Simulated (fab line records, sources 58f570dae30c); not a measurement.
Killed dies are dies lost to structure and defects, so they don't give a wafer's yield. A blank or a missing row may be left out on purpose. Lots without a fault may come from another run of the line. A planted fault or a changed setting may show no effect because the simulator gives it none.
Tool commonality check | flow berkeley_cmos170 | 13 lots, 39 wafers sampled

WHY IT WAS OPENED
At UCB170_NLDD_TW_MEAS_11 the reading NLDD_TW is flagged on 1 of 13 lots. Wafers without a fault read 2238, standard deviation 35.
Rule: a lot is flagged when every wafer of it that has a number lies more than 4 standard deviations from that mean, or none has a number. The other lots count as sound.

lot  | measured     | on            | NLDD_TW, wafer by wafer | flag
L663 | day 6 17:01  | film_metro-01 | 2212 2201 2214          |
L661 | day 6 17:14  | film_metro-03 | 2219 2220 2229          |
L666 | day 7 15:41  | film_metro-02 | 31 31 31                | FLAGGED
L671 | day 9 04:23  | film_metro-01 | 2213 2207 2230          |
L674 | day 9 15:56  | film_metro-01 | 2206 2193 2205          |
L676 | day 10 05:59 | film_metro-03 | 2247 2238 2248          |
L677 | day 10 06:52 | film_metro-01 | 2203 2195 2199          |
L678 | day 10 06:58 | film_metro-03 | 2238 2239 2242          |
L675 | day 10 07:08 | film_metro-02 | 2281 2277 2288          |
L679 | day 10 18:15 | film_metro-03 | 2245 2240 2235          |
L682 | day 11 01:53 | film_metro-01 | 2204 2220 2214          |
L680 | day 11 02:46 | film_metro-01 | 2213 2219 2218          |
L681 | day 11 02:49 | film_metro-02 | 2295 2298 2301          |
The numbers of the flagged lots are 31 on average: -2207 against the usual, or -63 standard deviations.

WHICH TOOL RAN EACH LOT
The record holds 1 process step before the reading, out of a route of 331 steps. In each cell: the tool, then ch and the chambers that the sampled wafers went through, then the start.
lot  | flag    | UCB170_NLDD_EXPOSE_03
L663 |         | krf_scanner-01 ch 0, day 6 15:25
L661 |         | krf_scanner-01 ch 0, day 6 15:34
L666 | FLAGGED | krf_scanner-01 ch 0, day 7 14:38
L671 |         | krf_scanner-02 ch 0, day 9 02:55
L674 |         | krf_scanner-01 ch 0, day 9 14:59
L676 |         | krf_scanner-02 ch 0, day 10 04:16
L677 |         | krf_scanner-02 ch 0, day 10 05:27
L678 |         | krf_scanner-01 ch 0, day 10 05:52
L675 |         | krf_scanner-01 ch 0, day 10 06:02
L679 |         | krf_scanner-02 ch 0, day 10 17:19
L682 |         | krf_scanner-01 ch 0, day 11 00:56
L680 |         | krf_scanner-01 ch 0, day 11 01:38
L681 |         | krf_scanner-02 ch 0, day 11 01:54
What these steps do:
- UCB170_NLDD_EXPOSE_03: exposes mask NSELECT, target cd 1200 nm.
- UCB170_NLDD_TW_MEAS_11

FLAGGED OVER TOTAL, TOOL BY TOOL (the gauges that took the reading come last)
step                   | tool           | lots run | flagged | share of the flagged lots | sound lots run after its first flagged lot
UCB170_NLDD_EXPOSE_03  | krf_scanner-01 | 8        | 1       | all                       | 5 (L674,L678,L675,L682,L680)
UCB170_NLDD_EXPOSE_03  | krf_scanner-02 | 5        | 0       | none                      | -
UCB170_NLDD_TW_MEAS_11 | film_metro-01  | 6        | 0       | none                      | -
UCB170_NLDD_TW_MEAS_11 | film_metro-02  | 3        | 1       | all                       | 2 (L675,L681)
UCB170_NLDD_TW_MEAS_11 | film_metro-03  | 4        | 0       | none                      | -

WHAT THE TABLE ALLOWS
2 rows of the table ran every flagged lot: krf_scanner-01 at UCB170_NLDD_EXPOSE_03, film_metro-02 at UCB170_NLDD_TW_MEAS_11.
- krf_scanner-01 at UCB170_NLDD_EXPOSE_03: 1 of its 8 lots flagged. Sound lots ran on it after the first flagged one (L674, L678, L675, L682, L680), which a lasting fault on the whole tool wouldn't allow.
- film_metro-02 at UCB170_NLDD_TW_MEAS_11: 1 of its 3 lots flagged. Sound lots ran on it after the first flagged one (L675, L681), which a lasting fault on the whole tool wouldn't allow.
No row of the table ran every flagged lot and no sound lot after the first.

WHAT THE SIMULATOR HAD PUT IN
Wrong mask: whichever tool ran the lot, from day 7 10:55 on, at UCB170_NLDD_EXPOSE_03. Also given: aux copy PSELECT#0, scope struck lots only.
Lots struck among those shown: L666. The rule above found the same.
